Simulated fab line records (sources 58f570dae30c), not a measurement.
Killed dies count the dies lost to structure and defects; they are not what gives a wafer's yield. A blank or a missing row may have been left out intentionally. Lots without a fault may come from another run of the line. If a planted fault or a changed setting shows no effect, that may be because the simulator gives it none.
8D (eight disciplines) problem report, filled in by code :: flow berkeley_cmos170 :: the parts of the form that need people (team, actions taken, sign-off) are left out

== 1. WHAT IS WRONG ==
Across 6 wafers from 2 lots, PSD_RS at UCB170_SDANNEAL_RS_MEAS_02 averages 65.7 ohm/sq, while fault-free wafers read 75.7 ohm/sq with a standard deviation of 0.3. Measured from the usual mean, that is -33 standard deviations.
The step: measures by four-point-probe.
First observed at day 8 10:22: wafer L103.3, on film_metro-01. Wafers with a number at this step in the record: 42, from 14 lots. By rule, "out" or "out of limits" means more than 4 standard deviations away from the usual mean. Any other wafer with a number is counted as sound.

== 2. WHAT IT IS; WHAT IT IS NOT ==
question: which readings at this step
is: PSD_RS
is not: -

question: which lots
is: L102, L103
is not: L100, L101, L106, L109, L110, L116, L117, L118, L119, L120, L998, L999

question: which wafers of those lots
is: all that have a number
is not: -

question: read on which gauges
is: film_metro-01
is not: film_metro-03, film_metro-04

question: when
is: from day 8 10:22
is not: up to then (12 sound wafers); but 24 sound wafers of L106, L109, L110, L116, L117, L118, L119, L120 came after

== 3. WHAT RULES OUT EACH SUSPECT ==
Counting: a tool stays on the suspect list if, at a process step up to the reading, it processed all lots that are out and no sound lot following the first of them.
- the gauge at UCB170_SDANNEAL_RS_MEAS_02: ruled out. All the wafers that are out were read on film_metro-01, but those of them that UCB170_SDANNEAL_RTA_01 has rows for are out there too, on other tools.
- rtp_anneal-01 at UCB170_SDANNEAL_RTA_01 (time 5 s): ruled out as a lasting fault. Sound lots L117, L118, L119 ran on it after its first lot that is out, L103 (day 8 10:17).
Left after counting: nothing in the record.

== 4. THE CAUSE (what the simulator had put in) ==
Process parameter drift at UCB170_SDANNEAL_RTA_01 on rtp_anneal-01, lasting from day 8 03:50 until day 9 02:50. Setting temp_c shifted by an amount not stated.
The count ruled it out by mistake, since the rule takes a fault to strike every lot its tool runs from the start of the fault on, and this one did not do so.

== 5. THE CHAIN OF EFFECTS, in route order ==
One row per reading whose mean, taken over the struck wafers that have a number, lies over 3 standard deviations from the usual. Readings are gone through only where the record gives a usual standard deviation; hours: the median, over the lots, of the time from a lot's start at the first step in this table giving one to that lot's start at this step; sigmas: the change measured in usual standard deviations.
hours: 0
step: UCB170_SDANNEAL_RTA_01
reading: wafer_temp_C_max
usual: 1052.9
on struck wafers: 1077.3
change: +24.4
sigmas: +34

hours: 0
step: UCB170_SDANNEAL_RS_MEAS_02
reading: PSD_RS
usual: 75.7 ohm/sq
on struck wafers: 65.7
change: -10.0
sigmas: -33

hours: 0
step: UCB170_SDANNEAL_RS_MEAS_03
reading: NSD_RS
usual: 37.32 ohm/sq
on struck wafers: 35.70
change: -1.62
sigmas: -20

hours: 0
step: UCB170_SDANNEAL_RS_MEAS_04
reading: PLDD_RS
usual: 1033.4 ohm/sq
on struck wafers: 1012.3
change: -21.1
sigmas: -8.8
Process steps it contains:
- UCB170_SDANNEAL_RTA_01: time 5 s.
Later measuring or inspecting steps at which every struck wafer that the step has a row for has a number for every such reading, and none has moved that far: UCB170_CONTACT_OVL_MEAS_16.

== 6. WHAT WOULD HAVE CAUGHT IT SOONER ==
Counted from the fault's start at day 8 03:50, it took 7 hours until the first out-of-limits reading at a measuring or inspecting step in this record, taken at day 8 10:22.
At UCB170_SDANNEAL_RTA_01, the tool's own readings (wafer_temp_C_max) were out on each struck wafer the step has a row for, so an alarm limit on them would have fired on the first such wafer.
